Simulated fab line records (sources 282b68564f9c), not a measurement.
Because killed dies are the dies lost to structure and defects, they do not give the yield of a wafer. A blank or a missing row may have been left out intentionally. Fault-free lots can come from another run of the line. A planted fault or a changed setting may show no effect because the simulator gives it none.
fab line records ; flow ritCmos
record: lots: 6; wafers: 18; lastDay: 7
route steps=202 shown NLDD@111 PLDD@114 SPACER@125 NSD@131 PSD@142 M1@202
lots that met no fault: taken from a fault-free run of the same line
startH: hours from the record's first day to the start of the lot's first wafer shown ; waitH: hours from the lot's prior step to this one ; " the same as in the row above ; L1.1+2: a row that stands for several wafers ; - value missing, or start not given ; * or withheld: withheld ; < > ~ a bound
route shown NAME@n: NAME is a module with steps in the file, n the number in the route of the first one ; usual: the fault-free wafers' mean and standard deviation ; same: alike in all rows ; chamber/n: place in a boat ; sites: the reading at each site ; _std_site: the values' standard deviation ; _edge_site: mean of outer sites minus mean of inner sites ; radiusMm: for every site, how far away it sits from the centre of the wafer ; mask NAME#n: copy n ; behind: the tool/chamber that last shaped the wafer ; hold: what put the lot on hold/how long, in hours/how the hold closed ; device: transistor that didn't switch, given as n, p or np ; end of line: tests run on the same wafers once the route is complete ; a step given without rows: its recipe and nothing more ; killed: not the wafer's yield, but the dies lost to structure and defects at the first sort ; map: a wafer's dies, marking killed ones x, the rest . and places with no die _
set.NAME: setting as actually run; set.NAME@STEP: the setting as run at that earlier step ; model.NAME: the simulator's own value behind a step, which no gauge read
certain route steps with their lots: each step a table, each wafer a row
services: when a tool's chamber went out of use (startH, in hours from the record's first day, below 0 if earlier), for how many hours, and the reason
== steps ==
step: RIT_NLDD_IMPLANT_08
recipe: species: P; energyKev: 20; doseCm2: 5e+14; tiltDeg: 7
step: RIT_NLDD_STRIP_09
recipe: chemistry: O2; timeS: 180; resist: NOVOLAK; platenTempC: withheld; powerW: 500; pressureMtorr: 4000; o2FlowSccm: 4000
usual: drypumpMotorCurrentA: 5.98/0.25
lot.wafer;tool;chamber;startH;waitH;drypumpMotorCurrentA;rfHoursCounterH
L117.2;plasmaAsher-03;0;67.65;0.1;6.42;30
L117.3;plasmaAsher-03;1;67.65;0.1;5.92;-
L117.6;plasmaAsher-03;1;67.65;0.1;5.91;-
L125.1;plasmaAsher-02;0;107.42;0.1;5.82;43
L125.2;plasmaAsher-02;1;107.42;0.1;5.57;43
L125.6;plasmaAsher-02;1;107.42;0.1;5.61;-
L127.1;plasmaAsher-03;0;124.62;0.1;6.39;36
L127.2;plasmaAsher-03;1;124.62;0.1;5.90;36
L127.5;plasmaAsher-03;0;124.62;0.1;6.40;-
L129.4;plasmaAsher-04;0;130.15;0.1;5.79;-
L129.5;plasmaAsher-04;1;130.15;0.1;5.88;-
L129.6;plasmaAsher-04;0;130.15;0.1;5.79;-
L130.1;plasmaAsher-02;1;144.23;0.1;5.62;47
L130.2;plasmaAsher-02;0;144.23;0.1;5.81;47
L130.6;plasmaAsher-02;1;144.23;0.1;5.62;-
L132.1;plasmaAsher-03;0;159.79;0.1;6.39;39
L132.2;plasmaAsher-03;1;159.79;0.1;5.91;39
L132.3;plasmaAsher-03;1;159.79;0.1;5.94;-
step: RIT_NLDD_TW_MEAS_10
usual: NLDD_TW: 2497/21
lot.wafer;tool;chamber;startH;waitH;NLDD_TW
L117.2;filmMetro-02;-;67.84;0.1;2498
L117.3;filmMetro-02;-;67.84;0.1;2483
L117.6;filmMetro-02;-;67.84;0.1;2484
L125.1;filmMetro-03;-;107.60;0.1;2507
L125.2;filmMetro-03;-;107.60;0.1;2515
L125.6;filmMetro-03;-;107.60;0.1;2522
L127.1;filmMetro-04;-;124.79;0.1;2480
L127.2;filmMetro-04;-;124.79;0.1;2485
L127.5;filmMetro-04;-;124.79;0.1;2473
L129.4;filmMetro-04;-;130.30;0.1;2462
L129.5;filmMetro-04;-;130.30;0.1;2479
L129.6;filmMetro-04;-;130.30;0.1;2473
L130.1;filmMetro-04;-;144.41;0.1;2479
L130.2;filmMetro-04;-;144.41;0.1;2494
L130.6;filmMetro-04;-;144.41;0.1;2473
L132.1;filmMetro-02;-;159.97;0.1;2493
L132.2;filmMetro-02;-;159.97;0.1;2509
L132.3;filmMetro-02;-;159.97;0.1;2502
step: RIT_PLDD_HMDS_00
recipe: primeTimeS: 60; primeTempC: 140
step: RIT_PLDD_COAT_01
recipe: resist: NOVOLAK; spinRpm: 3250; resistThkNm: 1000
step: RIT_PLDD_SOFTBAKE_02
recipe: resist: NOVOLAK; tempC: 90; timeS: 60
step: RIT_PLDD_EXPOSE_03
recipe: maskId: M8; na: 0.57; targetCdNm: 40900; doseMj: 250
step: RIT_PLDD_PEB_04
recipe: resist: NOVOLAK; tempC: withheld; timeS: withheld
step: RIT_PLDD_DEVELOP_05
recipe: resist: NOVOLAK; developTimeS: 50; devTempC: 23
step: RIT_PLDD_OVL_MEAS_06
usual: PLDD_OVL: -0.2/1.4
lot.wafer;tool;chamber;startH;waitH;PLDD_OVL[nm]
L117.2;overlay-02;-;68.74;-;0.1
L117.3;overlay-02;-;68.74;-;-1.1
L117.6;overlay-02;-;68.74;-;-0.5
L125.1;overlay-01;-;108.68;-;-1.1
L125.2;overlay-01;-;108.68;-;-1.9
L125.6;overlay-01;-;108.68;-;-1.9
L127.1;overlay-02;-;125.83;-;-1.2
L127.2;overlay-02;-;125.83;-;1.2
L127.5;overlay-02;-;125.83;-;-2.1
L129.4;overlay-02;-;131.32;-;3.4
L129.5;overlay-02;-;131.32;-;1.0
L129.6;overlay-02;-;131.32;-;0.8
L130.1;overlay-01;-;145.44;-;2.6
L130.2;overlay-01;-;145.44;-;0.5
L130.6;overlay-01;-;145.44;-;0.9
L132.1;overlay-02;-;161.00;-;0.1
L132.2;overlay-02;-;161.00;-;-0.3
L132.3;overlay-02;-;161.00;-;-2.0
step: RIT_PLDD_HARDBAKE_07
recipe: resist: NOVOLAK; tempC: 140; timeS: 60
step: RIT_PLDD_IMPLANT_08
recipe: species: BF2; energyKev: 20; doseCm2: 9e+14; tiltDeg: 7
step: RIT_PLDD_STRIP_09
recipe: chemistry: O2; timeS: 180; resist: NOVOLAK; platenTempC: withheld; powerW: 500; pressureMtorr: 4000; o2FlowSccm: 4000
usual: drypumpMotorCurrentA: 5.8/0.47
lot.wafer;tool;chamber;startH;waitH;drypumpMotorCurrentA;rfHoursCounterH
L117.2;plasmaAsher-02;1;69.07;0.1;5.6;41
L117.3;plasmaAsher-02;1;69.07;0.1;5.6;-
L117.6;plasmaAsher-02;1;69.07;0.1;5.6;-
L125.1;plasmaAsher-03;0;109.02;0.1;6.4;35
L125.2;plasmaAsher-03;1;109.02;0.1;5.9;35
L125.6;plasmaAsher-03;1;109.02;0.1;5.9;-
L127.1;plasmaAsher-01;0;126.16;0.1;4.7;45
L127.2;plasmaAsher-01;1;126.16;0.1;6.0;45
L127.5;plasmaAsher-01;0;126.16;0.1;4.7;-
L129.4;plasmaAsher-01;0;131.70;0.1;4.7;-
L129.5;plasmaAsher-01;1;131.70;0.1;6.0;-
L129.6;plasmaAsher-01;0;131.70;0.1;4.7;-
L130.1;plasmaAsher-01;1;145.78;0.1;6.0;47
L130.2;plasmaAsher-01;0;145.78;0.1;4.8;47
L130.6;plasmaAsher-01;0;145.78;0.1;4.7;-
L132.1;plasmaAsher-01;0;161.34;0.1;4.8;48
L132.2;plasmaAsher-01;1;161.34;0.1;6.0;48
L132.3;plasmaAsher-01;0;161.34;0.1;4.7;-
step: RIT_PLDD_TW_MEAS_10
usual: PLDD_TW: 2354/20
lot.wafer;tool;chamber;startH;waitH;PLDD_TW
L117.2;filmMetro-04;-;69.26;0.1;2329
L117.3;filmMetro-04;-;69.26;0.1;2343
L117.6;filmMetro-04;-;69.26;0.1;2334
L125.1;filmMetro-03;-;109.20;0.1;2371
L125.2;filmMetro-03;-;109.20;0.1;2367
L125.6;filmMetro-03;-;109.20;0.1;2381
L127.1;filmMetro-03;-;126.34;0.1;2374
L127.2;filmMetro-03;-;126.34;0.1;2373
L127.5;filmMetro-03;-;126.34;0.1;2384
L129.4;filmMetro-03;-;131.85;0.1;2394
L129.5;filmMetro-03;-;131.85;0.1;2402
L129.6;filmMetro-03;-;131.85;0.1;2388
L130.1;filmMetro-02;-;145.95;0.1;2355
L130.2;filmMetro-02;-;145.95;0.1;2351
L130.6;filmMetro-02;-;145.95;0.1;2343
L132.1;filmMetro-03;-;161.51;0.1;2356
L132.2;filmMetro-03;-;161.51;0.1;2369
L132.3;filmMetro-03;-;161.51;0.1;2358
step: RIT_SPACER_CLEAN_00
recipe: chemistry: SC1; mix: 3:3:50; timeS: 600; tempC: 75
step: RIT_SPACER_CLEAN_01
recipe: chemistry: dHF; dilution: 50:1; timeS: 30
step: RIT_SPACER_CLEAN_02
recipe: chemistry: SC2; mix: 3:3:50; timeS: 600; tempC: 75; dry: n2Spin
step: RIT_SPACER_CVD_03
recipe: material: Si3N4; targetThkNm: 250; tempC: 810; precursor: SiH2Cl2/NH3; timeS: 3300; pressureMtorr: 300; sih2cl2FlowSccm: 60; nh3FlowSccm: 150
step: RIT_SPACER_THK_MEAS_04
recipe: reads: Si3N4_of_SPACER_CVD_03
usual: SPACER_NITRIDE_THK: 249.0/2.5
lot.wafer;tool;chamber;startH;waitH;SPACER_NITRIDE_THK[nm]
L117.2;filmMetro-02;-;71.60;0.0;248.4
L117.3;filmMetro-02;-;71.60;0.0;247.8
L117.6;filmMetro-02;-;71.60;0.0;246.8
L125.1;filmMetro-01;-;111.57;0.0;246.3
L125.2;filmMetro-01;-;111.57;0.0;248.4
L125.6;filmMetro-01;-;111.57;0.0;246.2
L127.1;filmMetro-04;-;128.70;0.0;247.4
L127.2;filmMetro-04;-;128.70;0.0;245.2
L127.5;filmMetro-04;-;128.70;0.0;247.2
L129.4;filmMetro-01;-;134.24;0.0;250.6
L129.5;filmMetro-01;-;134.24;0.0;251.8
L129.6;filmMetro-01;-;134.24;0.0;251.1
L130.1;filmMetro-02;-;148.30;0.0;253.8
L130.2;filmMetro-02;-;148.30;0.0;251.8
L130.6;filmMetro-02;-;148.30;0.0;252.1
L132.1;filmMetro-01;-;163.89;0.0;248.4
L132.2;filmMetro-01;-;163.89;0.0;248.1
L132.3;filmMetro-01;-;163.89;0.0;248.4
step: RIT_SPACER_ETCHBACK_05
recipe: targetDepthA: 2500; SF6_flow_sccm: 30; CHF3_flow_sccm: 30; target: Si3N4; chemistry: SF6/CHF3; pressureMtorr: 40; rfW: 250; timeS: 240; stopOn: SiO2
usual: drypumpMotorCurrentA: 5.4/0.36; oesProductAu: 0.840/0.015; throttleValvePct: 10.27/0.15
lot.wafer;tool;chamber;startH;waitH;drypumpMotorCurrentA;oesProductAu;rfHoursCounterH;throttleValvePct
L117.2;rieDiel-02;0;71.65;0.0;5.4;0.820;69;10.24
L117.3;rieDiel-02;1;71.65;0.0;5.3;0.850;43;10.27
L117.6;rieDiel-02;1;71.65;0.0;5.4;0.842;-;10.27
L125.1;rieDiel-04;0;111.63;0.1;5.6;0.843;113;10.28
L125.2;rieDiel-04;3;111.63;0.1;5.4;0.846;41;10.14
L125.6;rieDiel-04;0;111.63;0.1;5.5;0.843;-;10.29
L127.1;rieDiel-03;2;128.76;0.1;5.1;0.813;3;10.34
L127.2;rieDiel-03;3;128.76;0.1;5.8;0.845;101;10.26
L127.5;rieDiel-03;1;128.76;0.1;5.3;0.828;-;10.53
L129.4;rieDiel-04;2;134.27;0.0;6.1;0.853;1;10.27
L129.5;rieDiel-04;2;134.27;0.0;6.1;0.851;-;10.28
L129.6;rieDiel-04;1;134.27;0.0;5.8;0.834;-;9.98
L130.1;rieDiel-02;1;148.36;0.1;5.4;0.862;44;10.28
L130.2;rieDiel-02;3;148.36;0.1;4.9;0.831;143;10.56
L130.6;rieDiel-02;3;148.36;0.1;4.9;0.844;-;10.55
L132.1;rieDiel-02;0;163.95;0.1;5.4;0.820;70;10.24
L132.2;rieDiel-02;2;163.95;0.1;4.7;0.852;18;10.35
L132.3;rieDiel-02;1;163.95;0.1;5.4;0.852;45;10.27
step: RIT_NSD_HMDS_00
recipe: primeTimeS: 60; primeTempC: 140
step: RIT_NSD_COAT_01
recipe: resist: NOVOLAK; spinRpm: 3250; resistThkNm: 1000
step: RIT_NSD_SOFTBAKE_02
recipe: resist: NOVOLAK; tempC: 90; timeS: 60
step: RIT_NSD_EXPOSE_03
recipe: maskId: M9; na: 0.57; targetCdNm: 40700; doseMj: 250
step: RIT_NSD_PEB_04
recipe: resist: NOVOLAK; tempC: withheld; timeS: withheld
step: RIT_NSD_DEVELOP_05
recipe: resist: NOVOLAK; developTimeS: 50; devTempC: 23
step: RIT_NSD_OVL_MEAS_06
usual: NSD_OVL: -0.5/1.2
lot.wafer;tool;chamber;startH;waitH;NSD_OVL[nm]
L117.2;overlay-02;-;72.66;-;-0.8
L117.3;overlay-02;-;72.66;-;1.3
L117.6;overlay-02;-;72.66;-;0.0
L125.1;overlay-01;-;112.76;-;-0.8
L125.2;overlay-01;-;112.76;-;-1.1
L125.6;overlay-01;-;112.76;-;-1.7
L127.1;overlay-01;-;129.88;-;-2.0
L127.2;overlay-01;-;129.88;-;-1.3
L127.5;overlay-01;-;129.88;-;-2.1
L129.4;overlay-02;-;135.41;-;1.3
L129.5;overlay-02;-;135.41;-;-0.8
L129.6;overlay-02;-;135.41;-;1.6
L130.1;overlay-02;-;149.48;-;0.5
L130.2;overlay-02;-;149.48;-;1.5
L130.6;overlay-02;-;149.48;-;0.5
L132.1;overlay-01;-;164.96;-;-1.7
L132.2;overlay-01;-;164.96;-;-2.5
L132.3;overlay-01;-;164.96;-;-0.7
step: RIT_NSD_HARDBAKE_07
recipe: resist: NOVOLAK; tempC: 140; timeS: 60
step: RIT_NSD_IMPLANT_08
recipe: species: P; energyKev: 25; doseCm2: 1e+15; tiltDeg: 7
step: RIT_NSD_STRIP_09
recipe: chemistry: O2; timeS: 180; resist: NOVOLAK; platenTempC: withheld; powerW: 500; pressureMtorr: 4000; o2FlowSccm: 4000
usual: drypumpMotorCurrentA: 5.6/0.44
lot.wafer;tool;chamber;startH;waitH;drypumpMotorCurrentA;rfHoursCounterH
L117.2;plasmaAsher-02;0;73.01;0.1;5.8;41
L117.3;plasmaAsher-02;0;73.01;0.1;5.8;-
L117.6;plasmaAsher-02;1;73.01;0.1;5.6;-
L125.1;plasmaAsher-01;0;113.09;0.1;4.7;44
L125.2;plasmaAsher-01;1;113.09;0.1;6.0;44
L125.6;plasmaAsher-01;1;113.09;0.1;6.0;-
L127.1;plasmaAsher-01;1;130.22;0.1;6.0;46
L127.2;plasmaAsher-01;0;130.22;0.1;4.8;46
L127.5;plasmaAsher-01;1;130.22;0.1;6.0;-
L129.4;plasmaAsher-04;1;135.79;0.1;5.9;-
L129.5;plasmaAsher-04;1;135.79;0.1;5.9;-
L129.6;plasmaAsher-04;0;135.79;0.1;5.8;-
L130.1;plasmaAsher-01;1;149.82;0.1;6.0;47
L130.2;plasmaAsher-01;0;149.82;0.1;4.7;47
L130.6;plasmaAsher-01;1;149.82;0.1;6.0;-
L132.1;plasmaAsher-01;1;165.37;0.1;6.0;49
L132.2;plasmaAsher-01;0;165.37;0.1;4.8;49
L132.3;plasmaAsher-01;0;165.37;0.1;4.8;-
step: RIT_NSD_TW_MEAS_10
usual: NSD_TW: 3132/26
lot.wafer;tool;chamber;startH;waitH;NSD_TW
L117.2;filmMetro-02;-;73.20;0.1;3143
L117.3;filmMetro-02;-;73.20;0.1;3158
L117.6;filmMetro-02;-;73.20;0.1;3132
L125.1;filmMetro-02;-;113.27;0.1;3124
L125.2;filmMetro-02;-;113.27;0.1;3129
L125.6;filmMetro-02;-;113.27;0.1;3132
L127.1;filmMetro-03;-;130.39;0.1;3161
L127.2;filmMetro-03;-;130.39;0.1;3171
L127.5;filmMetro-03;-;130.39;0.1;3179
L129.4;filmMetro-04;-;135.93;0.1;3120
L129.5;filmMetro-04;-;135.93;0.1;3105
L129.6;filmMetro-04;-;135.93;0.1;3110
L130.1;filmMetro-04;-;149.99;0.1;3111
L130.2;filmMetro-04;-;149.99;0.1;3102
L130.6;filmMetro-04;-;149.99;0.1;3113
L132.1;filmMetro-03;-;165.55;0.1;3146
L132.2;filmMetro-03;-;165.55;0.1;3144
L132.3;filmMetro-03;-;165.55;0.1;3147
step: RIT_PSD_HMDS_00
recipe: primeTimeS: 60; primeTempC: 140
step: RIT_PSD_COAT_01
recipe: resist: NOVOLAK; spinRpm: 3250; resistThkNm: 1000
step: RIT_PSD_SOFTBAKE_02
recipe: resist: NOVOLAK; tempC: 90; timeS: 60
step: RIT_PSD_EXPOSE_03
recipe: maskId: M10; na: 0.57; targetCdNm: 40900; doseMj: 250
step: RIT_PSD_PEB_04
recipe: resist: NOVOLAK; tempC: withheld; timeS: withheld
step: RIT_PSD_DEVELOP_05
recipe: resist: NOVOLAK; developTimeS: 50; devTempC: 23
step: RIT_PSD_OVL_MEAS_06
usual: PSD_OVL: 0.3/1.6
lot.wafer;tool;chamber;startH;waitH;PSD_OVL[nm]
L117.2;overlay-01;-;74.23;-;0.3
L117.3;overlay-01;-;74.23;-;-0.1
L117.6;overlay-01;-;74.23;-;0.9
L125.1;overlay-02;-;114.30;-;0.2
L125.2;overlay-02;-;114.30;-;1.7
L125.6;overlay-02;-;114.30;-;1.6
L127.1;overlay-01;-;131.43;-;-0.5
L127.2;overlay-01;-;131.43;-;1.4
L127.5;overlay-01;-;131.43;-;-1.2
L129.4;overlay-01;-;137.02;-;-2.6
L129.5;overlay-01;-;137.02;-;-3.4
L129.6;overlay-01;-;137.02;-;-1.6
L130.1;overlay-02;-;151.03;-;2.4
L130.2;overlay-02;-;151.03;-;3.5
L130.6;overlay-02;-;151.03;-;1.6
L132.1;overlay-02;-;166.58;-;1.8
L132.2;overlay-02;-;166.58;-;2.3
L132.3;overlay-02;-;166.58;-;0.4
step: RIT_PSD_HARDBAKE_07
recipe: resist: NOVOLAK; tempC: 140; timeS: 60
step: RIT_PSD_IMPLANT_08
recipe: species: BF2; energyKev: 27; doseCm2: 5e+15; tiltDeg: 7
step: RIT_PSD_STRIP_09
recipe: chemistry: O2; timeS: 180; resist: NOVOLAK; platenTempC: withheld; powerW: 500; pressureMtorr: 4000; o2FlowSccm: 4000
usual: drypumpMotorCurrentA: 5.8/0.46
lot.wafer;tool;chamber;startH;waitH;drypumpMotorCurrentA;rfHoursCounterH
L117.2;plasmaAsher-04;1;74.56;0.1;5.9;44
L117.3;plasmaAsher-04;1;74.56;0.1;5.9;-
L117.6;plasmaAsher-04;1;74.56;0.1;5.9;-
L125.1;plasmaAsher-03;1;114.64;0.1;5.9;35
L125.2;plasmaAsher-03;0;114.64;0.1;6.4;35
L125.6;plasmaAsher-03;1;114.64;0.1;5.9;-
L127.1;plasmaAsher-04;1;131.76;0.1;5.9;1
L127.2;plasmaAsher-04;0;131.76;0.1;5.8;1
L127.5;plasmaAsher-04;1;131.76;0.1;5.9;-
L129.4;plasmaAsher-03;1;137.39;0.1;6.0;-
L129.5;plasmaAsher-03;1;137.39;0.1;6.0;-
L129.6;plasmaAsher-03;0;137.39;0.1;6.4;-
L130.1;plasmaAsher-01;0;151.36;0.1;4.7;47
L130.2;plasmaAsher-01;1;151.36;0.1;6.0;47
L130.6;plasmaAsher-01;0;151.36;0.1;4.7;-
L132.1;plasmaAsher-04;0;166.92;0.1;5.8;4
L132.2;plasmaAsher-04;1;166.92;0.1;5.9;4
L132.3;plasmaAsher-04;1;166.92;0.1;5.9;-
step: RIT_PSD_TW_MEAS_10
usual: PSD_TW: 3430/27
lot.wafer;tool;chamber;startH;waitH;PSD_TW
L117.2;filmMetro-04;-;74.74;0.1;3423
L117.3;filmMetro-04;-;74.74;0.1;3431
L117.6;filmMetro-04;-;74.74;0.1;3433
L125.1;filmMetro-04;-;114.81;0.1;3419
L125.2;filmMetro-04;-;114.81;0.1;3400
L125.6;filmMetro-04;-;114.81;0.1;3423
L127.1;filmMetro-02;-;131.94;0.1;3426
L127.2;filmMetro-02;-;131.94;0.1;3426
L127.5;filmMetro-02;-;131.94;0.1;3423
L129.4;filmMetro-04;-;137.54;0.1;3392
L129.5;filmMetro-04;-;137.54;0.1;3405
L129.6;filmMetro-04;-;137.54;0.1;3402
L130.1;filmMetro-04;-;151.54;0.1;3424
L130.2;filmMetro-04;-;151.54;0.1;3434
L130.6;filmMetro-04;-;151.54;0.1;3421
L132.1;filmMetro-04;-;167.09;0.1;3420
L132.2;filmMetro-04;-;167.09;0.1;3414
L132.3;filmMetro-04;-;167.09;0.1;3421
step: RIT_M1_PROBE_99
usual: killedAtContacts: 0.0/0.22; killedAtFrontEnd: 6.6/2.7; killedDies: 6.7/2.7; killedOnRim: 1.7/1.4; killedOpen: 3.4/2; killedShort: 3.2/1.8
same: grossDies: 264; killed_at_M0_to_M3: 0; killed_at_M4_up: 0; killedAtBackSide: 0; killedAtOther: 0
lot.wafer;tool;chamber;startH;waitH;killedAtContacts;killedAtFrontEnd;killedDies;killedOnRim;killedOpen;killedShort
L117.2;prober-02;-;82.70;0.1;0;6;6;0;3;3
L117.3;prober-02;-;82.75;0.2;0;6;6;1;3;3
L117.6;prober-02;-;82.90;0.2;0;5;5;1;5;0
L125.1;prober-02;-;122.70;0.1;0;5;5;0;2;3
L125.2;prober-02;-;122.75;0.1;0;4;4;1;0;4
L125.6;prober-02;-;122.95;0.2;0;5;5;3;0;5
L127.1;prober-02;-;139.97;0.1;0;13;13;4;6;5
L127.2;prober-02;-;140.02;0.1;0;6;6;2;2;2
L127.5;prober-02;-;140.17;0.2;0;7;7;2;1;5
L129.4;prober-02;-;146.81;0.2;0;6;6;1;5;1
L129.5;prober-02;-;146.86;0.2;1;5;6;0;4;2
L129.6;prober-02;-;146.91;0.2;0;5;5;2;2;3
L130.1;prober-01;-;159.78;0.1;1;35;36;10;4;2
L130.2;prober-01;-;159.83;0.1;0;45;45;6;1;3
L130.6;prober-01;-;160.03;0.2;0;47;47;9;5;3
L132.1;prober-01;-;175.09;0.1;0;45;45;8;5;2
L132.2;prober-01;-;175.14;0.1;0;40;40;11;3;4
L132.3;prober-01;-;175.19;0.2;0;49;49;8;9;4
killed by level:class
L117.2 GATE:geometricParticle:short=2 GATE:geometricParticle:open=2 FOX1:geometricParticle:open=1 SPACER:geometricParticle:short=1
L117.3 GATE:geometricParticle:open=2 FOX1:geometricParticle:short=1 FOX2:geometricParticle:short=1 SPACER:geometricParticle:short=1 SILICIDE:geometricParticle:open=1
L117.6 FOX1:geometricParticle:open=2 REOX:geometricParticle:open=2 FOX2:geometricParticle:open=1
L125.1 GATE:geometricParticle:short=2 FOX1:geometricParticle:short=1 GATE:geometricParticle:open=1 SILICIDE:geometricParticle:open=1
L125.2 FOX1:geometricParticle:short=1 FOX2:geometricParticle:short=1 SPACER:geometricParticle:short=1 SILICIDE:geometricParticle:short=1
L125.6 GATE:geometricParticle:short=2 REOX:geometricParticle:short=2 SPACER:geometricParticle:short=1
L127.1 GATE:geometricParticle:short=2 GATE:geometricParticle:open=2 REOX:geometricParticle:open=2 SPACER:geometricParticle:short=2 PSD:coatMicrobubblePrinted=2 FOX1:geometricParticle:open=1 FOX2:geometricParticle:short=1 SPACER:geometricParticle:open=1
L127.2 PSD:coatMicrobubblePrinted=2 FOX1:geometricParticle:short=1 GATE:geometricParticle:short=1 GATE:geometricParticle:open=1 REOX:geometricParticle:open=1
L127.5 SPACER:geometricParticle:short=3 GATE:geometricParticle:short=2 GATE:geometricParticle:open=1 PSD:coatMicrobubblePrinted=1
L129.4 GATE:geometricParticle:open=4 FOX2:geometricParticle:open=1 SILICIDE:geometricParticle:short=1
L129.5 GATE:geometricParticle:open=2 FOX2:geometricParticle:short=1 FOX2:geometricParticle:open=1 REOX:geometricParticle:open=1 CONTACT:geometricParticle:short=1
L129.6 SILICIDE:geometricParticle:short=2 GATE:geometricParticle:open=1 GATE:geometricParticle:short=1 SILICIDE:geometricParticle:open=1
L130.1 PLDD:unspecified=30 GATE:geometricParticle:open=2 FOX1:geometricParticle:open=1 REOX:geometricParticle:short=1 REOX:geometricParticle:open=1 CONTACT:geometricParticle:short=1
L130.2 PLDD:unspecified=41 FOX1:geometricParticle:short=1 FOX2:geometricParticle:short=1 GATE:geometricParticle:open=1 SPACER:geometricParticle:short=1
L130.6 PLDD:unspecified=39 REOX:geometricParticle:open=2 SILICIDE:geometricParticle:open=2 FOX1:geometricParticle:short=1 FOX1:geometricParticle:open=1 FOX2:geometricParticle:short=1 GATE:geometricParticle:short=1
L132.1 PLDD:unspecified=38 GATE:geometricParticle:open=3 FOX2:geometricParticle:open=1 GATE:geometricParticle:short=1 SPACER:geometricParticle:short=1 SILICIDE:geometricParticle:open=1
L132.2 PLDD:unspecified=33 GATE:geometricParticle:open=2 FOX1:geometricParticle:short=1 GATE:geometricParticle:short=1 REOX:geometricParticle:short=1 SPACER:geometricParticle:short=1 SPACER:geometricParticle:open=1
L132.3 PLDD:unspecified=36 GATE:geometricParticle:open=5 SPACER:geometricParticle:open=2 SILICIDE:geometricParticle:short=2 FOX2:geometricParticle:open=1 GATE:geometricParticle:short=1 REOX:geometricParticle:open=1 REOX:geometricParticle:short=1
map L130.6 (x killed, . not)
________......._______
_____x............____
____...............___
___.................__
__......x............_
__x..........x......._
_...................x.
_............x...x....
_.............xxxx....
_.............xxxxxxx.
__..........xxxxxxxx._
__..........xxxxxxxx._
___.....x.x...xxxxxx__
____..........xxxx.___
_____.............____
________......x_______
map L132.3 (x killed, . not)
________....x.._______
_____..x..........____
____......x......x.___
___.................__
__..................._
__.............xx...._
_...x....x............
_............x........
_...........xx.xxxx...
_...x........xxxxxxx..
__..........xxxxxxxx._
__...........xxxxxxxx_
___..........xxxxxx.__
____..........x.xx.___
_____.............____
________..x...._______
== services ==
tool;chamber;startH;hours;kind
rieDiel-03;2;55.07;1.8;repair
rieDiel-02;3;55.30;32.9;repair
rieDiel-04;2;63.99;-;clean
rieDiel-04;2;63.99;14.8;scheduledDown
rieDiel-04;2;63.99;14.8;ventCycle
rieDiel-04;-;78.62;0.8;repair
rieDiel-03;1;81.68;-;clean
rieDiel-03;1;81.68;24.8;scheduledDown
rieDiel-03;1;81.68;24.8;ventCycle
plasmaAsher-02;-;83.87;14.6;pm
rieDiel-02;0;89.08;2.4;repair
plasmaAsher-01;-;103.33;0.4;repair
plasmaAsher-04;-;108.75;9.0;pm
plasmaAsher-04;0;108.75;9.0;ventCycle
plasmaAsher-04;1;108.75;9.0;ventCycle
plasmaAsher-04;0;117.75;-;clean
plasmaAsher-04;1;117.75;-;clean
plasmaAsher-04;-;146.74;1.6;repair
== key ==
firstSign: step: RIT_M1_PROBE_99; reading: killedDies; direction: up; sigmas: 14; usual: 6.7; struck: 43.7
effect: step: RIT_M1_PROBE_99; reading: killedAtFrontEnd; direction: up; sigmas: 13; usual: 6.6; struck: 43.5
metAt RIT_PLDD_STRIP_09
struckWafers L130.1,L130.2,L130.6,L132.1,L132.2,L132.3
testerLeftOut L130,L132
onsetBetween 131.70 145.78
alsoFits time
fault: kind: chamberParticleSource; tool: plasmaAsher-01; chamber: -; onsetH: 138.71; steps: RIT_PLDD_STRIP_09; ratePerVisitCm2: 2.1819; endH: 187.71
testerLeftOut: of these lots the tester's yield and bins aren't shown, on N5 and GAA mostly nor the transistor test; their killed dies are dies lost to structure and defects alone, not to doping, threshold or leakage, so they don't give the yield
